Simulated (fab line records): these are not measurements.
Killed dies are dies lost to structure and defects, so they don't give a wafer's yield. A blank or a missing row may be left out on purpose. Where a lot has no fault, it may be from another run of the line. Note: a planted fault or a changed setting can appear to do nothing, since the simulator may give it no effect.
Split-lot experiment ; flow berkeleyCmos170 ; 23 wafers read from 5 lots, route of 331 steps

== THE SPLIT ==
At UCB170_CONTACT_COAT_10 (resist thk 900 nm), the setting spinRpm was moved away from the recipe's 1500 rpm on 11 of the 23 wafers read, by -7.1% to +5.5%. All remaining wafers had this setting at the recipe value.

== FROM THE SPLIT TO THE READING: what the file shows between them, 3 steps ==
- UCB170_CONTACT_SOFTBAKE_11: time 60.83 s
- UCB170_CONTACT_EXPOSE_12: exposes mask CONT, target cd 700 nm
- UCB170_CONTACT_ETCH_17: etches BARC in N2/H2

== THE READING ==
KrF_of_CONTACT_COAT_10.thkNm (the simulator's own value, which no gauge read), in nm, at UCB170_CONTACT_ETCH_18 (etches PSG in CHF3/CF4/Ar, stops on TiSi2, target depth 840 nm, time 195 s). No usual value for it is given in the file. Here, 12 wafers ran the recipe; their average is 691.1 nm with a standard deviation of 3.1 nm.

wafer;tool, chamber at the split;spinRpm as run, rpm;against the recipe;KrF_of_CONTACT_COAT_10.thkNm, nm;against lot-mates on the recipe
L075.1;lithoTrack-03, 0;1500;recipe;690.5;-
L075.2;lithoTrack-03, 0;1450;-3.3%;708.9;+16.4
L075.3;lithoTrack-03, 0;1500;recipe;694.5;-
L075.4;lithoTrack-03, 0;1450;-3.3%;714.4;+21.9
L075.6;lithoTrack-03, 0;1450;-3.3%;711.9;+19.4
L078.1;lithoTrack-03, 0;1500;recipe;690.4;-
L078.2;lithoTrack-03, 0;1583;+5.5%;665.7;-23.6
L078.3;lithoTrack-03, 0;1583;+5.5%;664.6;-24.7
L078.5;lithoTrack-03, 0;1583;+5.5%;662.9;-26.4
L078.6;lithoTrack-03, 0;1500;recipe;688.3;-
L080.1;lithoTrack-01, 0;1400;-6.7%;726.2;+31.6
L080.2;lithoTrack-01, 0;1400;-6.7%;725.6;+31.0
L080.4;lithoTrack-01, 0;1500;recipe;694.9;-
L080.5;lithoTrack-01, 0;1500;recipe;694.3;-
L080.6;lithoTrack-01, 0;1400;-6.7%;719.5;+24.9
L082.2;lithoTrack-01, 0;1500;recipe;687;-
L082.3;lithoTrack-01, 0;1500;recipe;688.9;-
L082.6;lithoTrack-01, 0;1500;recipe;691;-
L085.2;lithoTrack-01, 0;1393;-7.1%;715.5;+24.5
L085.3;lithoTrack-01, 0;1500;recipe;686;-
L085.4;lithoTrack-01, 0;1500;recipe;695.8;-
L085.5;lithoTrack-01, 0;1393;-7.1%;718.3;+27.3
L085.6;lithoTrack-01, 0;1500;recipe;691.2;-

THE FIT
A straight line over all 23 wafers: KrF_of_CONTACT_COAT_10.thkNm changes by -4.63 nm for each +1% of spinRpm; r = -0.98; the points scatter about the line by 4.2 nm.
The same after taking each lot's own level away (the mean of its wafers on the recipe; 23 wafers): -4.32 nm for each +1%; r = -0.98; scatter 3.4 nm.
On that fit, the largest move of spinRpm shifts the reading by 31 nm.
The span of the lots' own levels, 688.97 to 694.60 nm, comes to 1.8 times the standard deviation stated above.
So the lot-to-lot level changes the slope little: the two slopes agree.
Check: for one of the wafers moved furthest among these (-7.1%), held out of the fit, the line's prediction against its lot-mates is +32.1 nm. Against them it came out at +24.5 nm.

== ADDITIONAL SPLITS CARRIED BY THESE WAFERS ==
Note: prior to the reading, these wafers also went through further splits. Each is held against what the fit with the lots' levels taken away leaves over:
other split on the same wafers;wafers away from the commonest value;r with KrF_of_CONTACT_COAT_10.thkNm (lot level and that fit taken away)
UCB170_NLDD_PEB_04 pebTempC;5;+0.07
UCB170_NSD_PEB_04 pebTempC;7;-0.31
UCB170_NSD_IMPLANT_08 energyKev;8;-0.20
UCB170_SILICIDE_SPUTTER_01 powerW;7;+0.33

== THE WHOLE CHAIN: every reading that the file lists as answering this split, in the file's order ==
step;what it does;reading;change (the file's fit);r (the file's)
UCB170_CONTACT_COAT_10;resist thk 900 nm;KrF_of_CONTACT_COAT_10.thkNm (the simulator's own value, which no gauge read);-4.63 nm for each +1% of the setting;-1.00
UCB170_CONTACT_ETCH_18;etches PSG in CHF3/CF4/Ar, stops on TiSi2, target depth 840 nm, time 195 s;KrF_of_CONTACT_COAT_10.thkNm (the simulator's own value, which no gauge read);-4.24 nm for each +1% of the setting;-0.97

== THE FILE'S OWN FIT ==
KrF_of_CONTACT_COAT_10.thkNm changes by -4.24 nm for each +1% of spinRpm, r = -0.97.
